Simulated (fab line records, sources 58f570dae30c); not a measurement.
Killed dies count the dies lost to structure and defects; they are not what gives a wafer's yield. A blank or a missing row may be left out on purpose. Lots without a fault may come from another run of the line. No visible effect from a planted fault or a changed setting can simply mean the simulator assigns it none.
Which tool is to blame? ; flow berkeley cmos170 ; 14 lots with 42 wafers sampled at 2 steps, on a route of 331 steps

## WHAT EACH GAUGE READ, for each wafer
UCB170_ACTIVE_OVL_MEAS_14.
lot;measured;on;ACTIVE_OVL (nm)
L337;day 3 20:18;overlay-02;4 2 5
L339;day 4 07:53;overlay-02;-4 3 -2
L341;day 4 23:49;overlay-01;8 9 7
L342;day 5 00:11;overlay-01;5 4 8
L343;day 5 08:02;overlay-01;-10 -3 -6
L345;day 5 19:34;overlay-01;-4 1 0
L346;day 6 02:41;overlay-01;2 14 6
L348;day 6 18:28;overlay-02;-3 4 -2
L353;day 7 20:59;overlay-01;-5 -3 -2
L354;day 7 21:14;overlay-02;-8 -6 -9
L356;day 8 04:02;overlay-01;-10 -3 0
L357;day 8 12:07;overlay-01;-6 -8 -8
L358;day 8 12:14;overlay-01;-3 -1 5
L359;day 8 11:52;overlay-01;-8 -5 -15

## TOOL THAT RAN EACH LOT (tool first, then ch and the chambers of the sampled wafers, then the start)
lot;UCB170_PWELL_STRIP_16
L337;plasma asher-03 ch 0,1, day 3 00:07
L339;plasma asher-03 ch 1, day 3 08:50
L341;plasma asher-01 ch 0,1, day 3 21:24
L342;plasma asher-03 ch 0,1, day 3 22:31
L343;plasma asher-01 ch 0,1, day 4 04:17
L345;plasma asher-03 ch 0,1, day 4 13:14
L346;plasma asher-02 ch 0,1, day 4 19:11
L348;plasma asher-02 ch 0,1, day 5 10:27
L353;plasma asher-01 ch 0,1, day 6 21:13
L354;plasma asher-02 ch 0,1, day 6 21:24
L356;plasma asher-02 ch 0,1, day 7 00:24
L357;plasma asher-03 ch 0,1, day 7 10:54
L358;plasma asher-02 ch 0,1, day 7 11:01
L359;plasma asher-03 ch 0,1, day 7 13:06
- UCB170_PWELL_STRIP_16: strips in O2.

## WHAT THE TOOLS THEMSELVES READ (means of the sampled wafers that have a number; where no wafer has one, the mark that the record gives instead)
UCB170_PWELL_STRIP_16.
lot;tool;drypump motor current A (A);oes product au (a.u.);strip time to endpoint s (s)
L337;plasma asher-03;5.9;0.721;18.14
L339;plasma asher-03;5.1;0.721;18.02
L341;plasma asher-01;5.3;0.718;18.17
L342;plasma asher-03;5.9;0.721;18.01
L343;plasma asher-01;5.2;0.721;18.18
L345;plasma asher-03;5.9;0.722;18.05
L346;plasma asher-02;5.6;0.721;18.18
L348;plasma asher-02;5.5;0.722;18.20
L353;plasma asher-01;5.3;0.719;18.15
L354;plasma asher-02;5.6;0.725;18.03
L356;plasma asher-02;5.6;0.722;18.04
L357;plasma asher-03;5.9;0.721;18.11
L358;plasma asher-02;5.6;0.723;18.11
L359;plasma asher-03;5.9;0.717;18.01

## THE ANSWER, worked out from the rows above alone
Rule: the usual values come from the lots themselves. The widest of any qualifying gaps counts: lots, ordered by their means at a reading, are off when they make up no more than a third of the lots, leave a main group of 4 or more, and stand apart from it by 3 or more times the standard deviation of that group's means. The tables above print the reading to a certain number of digits; a main group whose means all agree to those digits is not used. Also off: a lot with no number at a reading for which 4 or more lots have one. Where the step has rows for the other lots, those lots are counted as sound. After the gauges, taken in route order, come the tools' own readings; for these a lot's mean is taken, as printed above. At the first step where some lot is off, the reading lying furthest off is the one used; lots without a number count as furthest.
Nothing can be told from this: no lot is off at any reading shown.

## WHAT HAD BEEN PUT IN BY THE SIMULATOR
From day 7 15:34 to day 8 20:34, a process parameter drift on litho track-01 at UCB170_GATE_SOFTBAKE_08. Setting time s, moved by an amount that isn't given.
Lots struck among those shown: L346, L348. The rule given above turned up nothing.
